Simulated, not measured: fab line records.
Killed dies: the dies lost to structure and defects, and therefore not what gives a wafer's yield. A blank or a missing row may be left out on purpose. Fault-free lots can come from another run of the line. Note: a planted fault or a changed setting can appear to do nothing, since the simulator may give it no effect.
A lot that was struck, set against a sound lot ; flow berkeley_cmos170 ; 33 out of 331 route steps
Sound: wafers L883.3, L883.4, L883.5. Wafers struck: L895.3, L895.5, L895.6. The cause is named last.
At each step with rows: each side's tool, then ch and its chambers, then its first start. Under that, the readings that differ: sound wafers ; struck wafers ; difference of the means ; sigmas: that difference in standard deviations of wafers without a fault.
alike: readings with means less than 2 such deviations apart, plus words and numbers identical on both sides. not compared: withheld readings, readings lacking a value on some wafer, bounds such as >300 that could conceal the same value, and numbers that have no deviation in the record and whose values overlap.
A row with sigmas, a row that says differs or no value, or rows on one side alone: a step with any of these is where the two part. When numbers do not overlap yet have no deviation, they are printed without sigmas and do not part them. A reading missing from all wafers of one side parts the sides only when that side holds two or more wafers.

UCB170_START_BOW_MEAS_00:
  sound on film_metro-03, day 2 06:02; struck on film_metro-01, day 4 18:02
  alike: INCOMING_BOW
then, 1 step without rows for these wafers: UCB170_START_CLEAN_01 (cleans in dHF, time 60 s).
UCB170_START_OXIDATION_02: target thk 20 nm, ox time 1800 s.
  sound on furnace-02 ch 0, day 2 06:11; struck on furnace-04 ch 0, day 4 19:25
  alike: spike_tc_load_C, tube_center_temp_C
UCB170_START_THK_MEAS_03:
  sound on film_metro-01, day 2 07:43; struck on film_metro-03, day 4 20:59
  alike: START_OXIDE_THK
then, 7 steps without rows for these wafers: UCB170_START_ANNEAL_04 (time 1200 s); UCB170_ZERO_HMDS_00 (prime time 60 s); UCB170_ZERO_COAT_01 (resist thk 900 nm); UCB170_ZERO_SOFTBAKE_02 (time 60 s); UCB170_ZERO_EXPOSE_03 (exposes mask PM MARKS, target cd 4000 nm); UCB170_ZERO_PEB_04; UCB170_ZERO_DEVELOP_05 (develop time 45 s).
UCB170_ZERO_ETCH_06: etches SiO2 in CHF3/CF4/Ar, time 12 s.
  sound on rie_diel-03 ch 0,1,2, day 2 14:14; struck on rie_diel-03 ch 0,1,2, day 5 01:18
  alike: drypump_motor_current_A, oes_product_au, throttle_valve_pct
  not compared: rf_hours_counter_h
UCB170_ZERO_STRIP_07: strips in O2.
  sound on plasma_asher-01 ch 0,1, day 2 14:17; struck on plasma_asher-01 ch 0,1, day 5 01:22
  alike: drypump_motor_current_A, oes_product_au, strip_time_to_endpoint_s
  not compared: rf_hours_counter_h
then, 2 steps without rows for these wafers: UCB170_NWELL_WET_ETCH_00 (etches SiO2 in dHF, time 200 s); UCB170_NWELL_OXIDATION_01 (target thk 26.4 nm, ox time 1260 s).
UCB170_NWELL_THK_MEAS_02:
  sound on film_metro-02, day 2 23:53; struck on film_metro-04, day 5 07:11
  alike: NWELL_OXIDE_THK
then, 2 steps without rows for these wafers: UCB170_NWELL_ANNEAL_03 (time 900 s); UCB170_NWELL_CVD_04 (deposits Si3N4 from SiH2Cl2/NH3, target thk 224 nm, time 3360 s).
UCB170_NWELL_THK_MEAS_05:
  sound on film_metro-02, day 3 09:59; struck on film_metro-01, day 5 14:44
  alike: NWELL_NITRIDE_THK
then, 6 steps without rows for these wafers: UCB170_NWELL_HMDS_06 (prime time 60 s); UCB170_NWELL_COAT_07 (resist thk 900 nm); UCB170_NWELL_SOFTBAKE_08 (time 60 s); UCB170_NWELL_EXPOSE_09 (exposes mask NWELL, target cd 3000 nm); UCB170_NWELL_PEB_10; UCB170_NWELL_DEVELOP_11 (develop time 45 s).
UCB170_NWELL_OVL_MEAS_12:
  sound on overlay-02, day 3 11:28; struck on overlay-01, day 5 15:58
  alike: NWELL_OVL
UCB170_NWELL_ETCH_13: etches Si3N4 in CH3F/Ar/O2, stops on SiO2, target depth 246.4 nm, time 154 s.
  sound on rie_diel-03 ch 1,2,3, day 3 11:29; struck on rie_diel-02 ch 1,2, day 5 15:59
  alike: drypump_motor_current_A, oes_product_au, throttle_valve_pct
  not compared: rf_hours_counter_h
following that, these wafers have no rows for 1 step: UCB170_NWELL_IMPLANT_14.
UCB170_NWELL_STRIP_15: strips in O2.
  sound on plasma_asher-03 ch 0,1, day 3 11:46; struck on plasma_asher-01 ch 0,1, day 5 16:16
  alike: drypump_motor_current_A, oes_product_au, strip_time_to_endpoint_s
  not compared: rf_hours_counter_h
UCB170_NWELL_TW_MEAS_16:
  sound on film_metro-02, day 3 11:52; struck on film_metro-01, day 5 16:21
  alike: NWELL_TW
then, 2 steps without rows for these wafers: UCB170_NWELL_CLEAN_17 (cleans in SPM, time 600 s); UCB170_NWELL_WET_ETCH_18 (etches Si3N4 in H3PO4, time 14400 s).
-- the record jumps here: 6 days lie between the struck wafers' starts before and after (it left off in module NWELL and takes up again in module M3, whose first step shown is number 331 of the route) --
UCB170_M3_PROBE_99:
  the record has rows for the struck wafers here (prober-02, day 12 02:04) and none for the sound ones

== WHERE THEY PART ==
UCB170_M3_PROBE_99 only, going by this record.

WHY: whatever the simulator had introduced
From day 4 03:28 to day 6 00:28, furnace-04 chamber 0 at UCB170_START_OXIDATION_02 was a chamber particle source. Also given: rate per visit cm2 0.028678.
